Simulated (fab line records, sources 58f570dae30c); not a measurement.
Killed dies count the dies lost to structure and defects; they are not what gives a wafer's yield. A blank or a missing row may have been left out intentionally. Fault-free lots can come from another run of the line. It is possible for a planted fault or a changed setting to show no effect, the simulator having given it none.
fab line records | flow berkeleyCmos170
record lots=14 wafers=42 lastDay=13
route steps=331 shown M3@326
lots that met no fault: from a run of the same line without faults
startH: start of the lot's first displayed wafer, in hours after the record's first day | waitH: hours elapsed since this lot's preceding step | " repeats the value in the row above | L1.1+2: several wafers, shown together as one row | - either no value or no given start | * or withheld: withheld | < > ~ a bound
route shown NAME@n: NAME is a module with steps in the file, n the number in the route of the first one | usual: average and standard deviation across the fault-free wafers | same: alike in all rows | chamber/n: place in a boat | sites: per-site readings | _std_site: the values' standard deviation | _edge_site: mean of outer sites minus mean of inner sites | radiusMm: how far each site lies from the wafer's centre | mask NAME#n: copy n | behind: the tool/chamber that last shaped the wafer | hold: what put the lot on hold/how long, in hours/how the hold closed | device: names the non-switching transistor (n, p or np) | end of line: tests of these same wafers at the route's end | step lacking rows: just its recipe | killed: dies that structure and defects cost at the first sort, which is not the same as the wafer's yield | map: per-die view of a wafer (x killed, . not killed, _ where there is no die)
set.NAME: the setting that was run; set.NAME@STEP: the one run at that earlier step | model.NAME: the simulator's own value behind a step, which no gauge read
one table for each step of the route and one row for each wafer, over a sample of lots
services: when a tool's chamber went out of use (startH, in hours from the record's first day, below 0 if earlier), for how many hours, and the reason
## steps
# step UCB170_M3_ETCH_17
# recipe chemistry=N2/H2 targetDepthA=withheld overetchA=withheld target=BARC timeS=withheld sourceW=500 biasW=100 pressureMtorr=30 n2FlowSccm=100 h2FlowSccm=200
# usual biasW=100.0/0.31 chamberPressureMTorr=30.000/0.027 drypumpMotorCurrentA=5.8/0.58 oesProductAu=0.998/0.022 throttleValvePct=13.27/0.15
# columns lot.wafer tool chamber startH waitH biasW chamberPressureMTorr drypumpMotorCurrentA oesProductAu throttleValvePct
L840.1 rieDiel-03 1 190.66 0.0 99.8 30.037 6.6 0.999 13.46
L840.5 " 0 " " 100.5 30.002 6.3 1.026 13.30
L840.6 " 3 " " 100.0 29.978 5.0 0.968 13.32
L841.1 rieDiel-01 2 191.88 0.0 100.7 30.039 5.3 0.992 13.06
L841.4 " 3 " " 100.1 30.004 5.0 0.967 13.01
L841.5 " 3 " " 99.8 29.964 5.0 0.967 13.02
L843.1 rieDiel-02 1 197.78 0.0 99.5 29.982 5.2 0.980 13.24
L843.2 " 2 " " 100.1 29.996 6.1 1.012 13.09
L843.3 " 3 " " 100.1 29.941 6.2 0.984 12.94
L842.1 rieDiel-03 3 199.10 0.0 - - - - -
L842.4 " 0 " " - - - - -
L842.6 " 3 " " - - - - -
L846.2 rieDiel-03 3 217.07 0.0 - - - - -
L846.4 " 2 " " - - - - -
L846.6 " 1 " " - - - - -
L845.2 rieDiel-01 0 218.02 0.0 99.9 29.996 5.4 1.003 13.41
L845.3 " 2 " " 100.4 29.969 5.3 1.009 13.07
L845.5 " 2 " " 100.3 29.983 5.3 1.013 13.06
L847.1 rieDiel-02 2 218.57 0.0 99.9 30.038 6.1 1.021 13.11
L847.3 " 3 " " 100.4 29.970 6.2 1.000 12.94
L847.4 " 1 " " 100.0 30.035 5.2 0.997 13.24
L855.3 rieDiel-03 1 262.08 0.0 100.5 30.026 6.5 1.011 13.43
L855.4 " 0 " " 99.8 30.013 6.3 1.040 13.30
L855.5 " 3 " " 100.2 29.968 5.0 0.967 13.31
L856.2 rieDiel-02 1 264.59 0.0 99.9 30.008 5.2 0.990 13.27
L856.4 " 0 " " 100.1 30.007 5.5 0.980 13.51
L856.5 " 2 " " 100.2 30.011 6.1 1.017 13.10
L853.1 rieDiel-03 1 264.87 0.0 100.0 29.989 6.6 0.999 13.45
L853.2 " 0 " " 99.9 29.985 6.3 1.035 13.31
L853.6 " 0 " " 100.4 30.048 6.3 1.030 13.31
L854.2 rieDiel-03 1 267.02 0.0 99.8 30.011 6.6 1.004 13.43
L854.3 " 2 " " 100.7 29.988 6.3 1.007 13.24
L854.4 " 3 " " 99.5 29.956 5.0 0.962 13.30
L858.3 rieDiel-02 1 278.84 0.0 100.0 29.996 5.2 0.980 13.25
L858.4 " 2 " " 99.7 29.941 6.1 1.018 13.10
L858.6 " 1 " " 100.5 29.992 5.2 0.989 13.26
L859.2 rieDiel-03 2 279.17 0.0 100.0 29.986 6.3 1.011 13.24
L859.4 " 1 " " 99.8 30.021 6.6 1.007 13.45
L859.5 " 2 " " 100.0 30.008 6.3 1.001 13.27
L862.1 rieDiel-03 3 308.38 0.0 99.7 30.030 5.0 0.975 13.30
L862.4 " 1 " " 99.6 29.982 6.6 1.008 13.46
L862.5 " 3 " " 100.0 29.963 5.0 0.970 13.31
# step UCB170_M3_METAL_ETCH_18
# recipe chemistry=Cl2/BCl3 target=Al stopOn=SiO2 pressureMtorr=12 targetDepthA=11700 overEtchFrac=0.3 timeS=195 icpW=600 biasW=120 Cl2_flow_sccm=90 bcl3FlowSccm=45
# usual bcl3FlowSccm=45.00/0.14 biasW=120.0/0.39 drypumpMotorCurrentA=5.6/0.46 oesProductAu=0.849/0.01 throttleValvePct=24.40/0.18
# columns lot.wafer tool chamber startH waitH bcl3FlowSccm biasW drypumpMotorCurrentA oesProductAu rfHoursCounterH throttleValvePct
L840.1 rieMetal-02 1 190.70 - 44.93 119.9 6.5 0.849 4 24.29
L840.5 " 0 " " 44.92 119.6 5.3 0.856 - 24.60
L840.6 " 1 " " 45.24 120.3 6.4 0.856 - 24.26
L841.1 rieMetal-01 0 191.93 - 44.93 120.2 5.0 0.838 2 24.07
L841.4 " 0 " " 44.66 119.7 5.1 0.834 - 24.07
L841.5 " 0 " " 45.13 119.8 5.1 0.834 - 24.08
L843.1 rieMetal-01 1 197.82 - 45.28 119.8 5.2 0.853 0 24.46
L843.2 " 0 " " 45.04 120.2 5.1 0.828 3 24.07
L843.3 " 1 " " 45.08 119.9 5.2 0.861 - 24.44
L842.1 rieMetal-02 0 199.14 - 44.84 119.8 5.3 0.380 4 24.84
L842.4 " 1 " " 45.06 119.8 6.4 0.375 - 24.49
L842.6 " 1 " " 44.83 120.0 6.4 0.373 - 24.51
L846.2 rieMetal-03 1 217.11 - 44.87 120.4 5.9 0.373 8 24.70
L846.4 " 1 " " 45.00 120.6 5.9 0.374 - 24.69
L846.6 " 0 " " 45.11 120.2 5.9 0.375 - 24.76
L845.2 rieMetal-02 1 218.06 - 45.01 120.1 6.4 0.845 5 24.30
L845.3 " 0 " " 44.93 120.1 5.3 0.846 - 24.61
L845.5 " 1 " " 44.99 119.9 6.4 0.841 - 24.29
L847.1 rieMetal-01 1 218.61 - 44.97 120.4 5.2 0.869 1 24.46
L847.3 " 0 " " 45.02 119.7 5.1 0.835 - 24.08
L847.4 " 1 " " 44.94 119.6 5.2 0.859 - 24.44
L855.3 rieMetal-01 1 262.18 - 45.28 120.2 5.2 0.857 - 24.45
L855.4 " 0 " " 45.26 119.4 5.1 0.838 - 24.09
L855.5 " 0 " " 45.13 119.7 5.1 0.839 - 24.06
L856.2 rieMetal-03 0 264.63 - 44.66 119.9 5.9 0.854 9 24.53
L856.4 " 0 " " 45.00 120.4 5.9 0.853 - 24.53
L856.5 " 1 " " 44.93 120.9 5.8 0.860 - 24.47
L853.1 rieMetal-02 1 264.91 - 44.85 119.6 6.4 0.846 6 24.28
L853.2 " 0 " " 44.95 120.3 5.3 0.852 6 24.61
L853.6 " 1 " " 44.93 119.5 6.4 0.837 - 24.27
L854.2 rieMetal-03 1 267.06 - 45.03 119.5 5.8 0.852 10 24.49
L854.3 " 0 " " 44.73 119.6 5.9 0.847 - 24.54
L854.4 " 1 " " 45.16 120.0 5.8 0.860 - 24.47
L858.3 rieMetal-01 1 278.95 - 45.05 119.4 5.2 0.846 - 24.44
L858.4 " 0 " " 45.14 119.9 5.1 0.828 - 24.06
L858.6 " 0 " " 44.86 119.9 5.1 0.836 - 24.06
L859.2 rieMetal-03 1 279.21 - 45.02 119.6 5.8 0.857 10 24.48
L859.4 " 1 " " 44.82 119.5 5.9 0.854 - 24.48
L859.5 " 1 " " 44.97 119.6 5.9 0.848 - 24.47
L862.1 rieMetal-03 0 308.43 - 45.29 120.6 5.9 0.840 10 24.53
L862.4 " 1 " " 45.12 121.0 5.8 0.852 - 24.48
L862.5 " 0 " " 45.06 120.7 5.9 0.853 - 24.52
# step UCB170_M3_CD_MEAS_90
# recipe targetCdNm=700
# usual cdNm=699/3.5
# columns lot.wafer tool chamber startH waitH cdNm
L840.1 cdSem-02 - 190.99 0.1 699
L840.5 " - " " 697
L840.6 " - " " 698
L841.1 cdSem-02 - 192.40 0.1 701
L841.4 " - " " 698
L841.5 " - " " 702
L843.1 cdSem-02 - 198.11 0.1 698
L843.2 " - " " 707
L843.3 " - " " 698
L842.1 cdSem-01 - 199.43 0.1 -
L842.4 " - " " -
L842.6 " - " " -
L846.2 cdSem-01 - 217.42 0.1 -
L846.4 " - " " -
L846.6 " - " " -
L845.2 cdSem-02 - 218.37 0.1 702
L845.3 " - " " 698
L845.5 " - " " 703
L847.1 cdSem-02 - 218.90 0.1 696
L847.3 " - " " 701
L847.4 " - " " 696
L855.3 cdSem-01 - 262.45 0.1 699
L855.4 " - " " 703
L855.5 " - " " 702
L856.2 cdSem-01 - 264.94 0.1 703
L856.4 " - " " 702
L856.5 " - " " 697
L853.1 cdSem-01 - 265.20 0.1 696
L853.2 " - " " 696
L853.6 " - " " 694
L854.2 cdSem-02 - 267.37 0.1 691
L854.3 " - " " 698
L854.4 " - " " 691
L858.3 cdSem-01 - 279.21 0.1 698
L858.4 " - " " 698
L858.6 " - " " 698
L859.2 cdSem-01 - 279.52 0.1 698
L859.4 " - " " 697
L859.5 " - " " 699
L862.1 cdSem-02 - 308.71 0.1 697
L862.4 " - " " 693
L862.5 " - " " 695
## services
# columns tool chamber startH hours kind
rieMetal-01 1 178.11 - clean
rieMetal-01 1 178.11 16.0 scheduledDown
rieMetal-01 1 178.11 16.0 ventCycle
rieMetal-03 - 187.41 1.3 repair
rieDiel-03 3 202.35 9.5 repair
rieDiel-01 3 211.48 8.5 repair
rieDiel-01 1 221.75 2.8 repair
rieDiel-03 - 236.35 0.4 repair
rieDiel-02 1 240.04 3.7 repair
rieDiel-01 0 260.66 6.4 repair
rieDiel-02 3 264.34 6.8 repair
rieDiel-03 2 270.54 1.4 repair
rieDiel-01 1 289.49 - clean
rieMetal-03 - 294.57 4.3 pm
rieDiel-02 0 303.69 3.2 repair
## key
firstSign step=UCB170_M3_ETCH_17 reading=toolRecord direction=missing
effect step=UCB170_M3_METAL_ETCH_18 reading=oesProductAu direction=down sigmas=46 usual=0.849 struck=0.375
effect step=UCB170_M3_CD_MEAS_90 reading=cdNm direction=missing
metAt UCB170_M3_ETCH_17
struckLots L842,L846
laterRowsLeftOut L842.1,L842.4,L842.6,L846.2,L846.4,L846.6
sortLeftOut L842.1,L842.4,L842.6,L846.2,L846.4,L846.6
onsetBetween 190.66 199.10
fault kind=skippedStepWhole tool=rieDiel-03 chamber=- onsetH=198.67 steps=UCB170_M3_ETCH_17 scope=struckLotsOnly
# sortLeftOut: the simulated sort isn't trusted on such a fault, so these wafers' sort isn't shown, and their yield isn't known
# laterRowsLeftOut: the simulator's readings of these wafers behind a module that went badly wrong aren't trusted and aren't shown, but for the sort
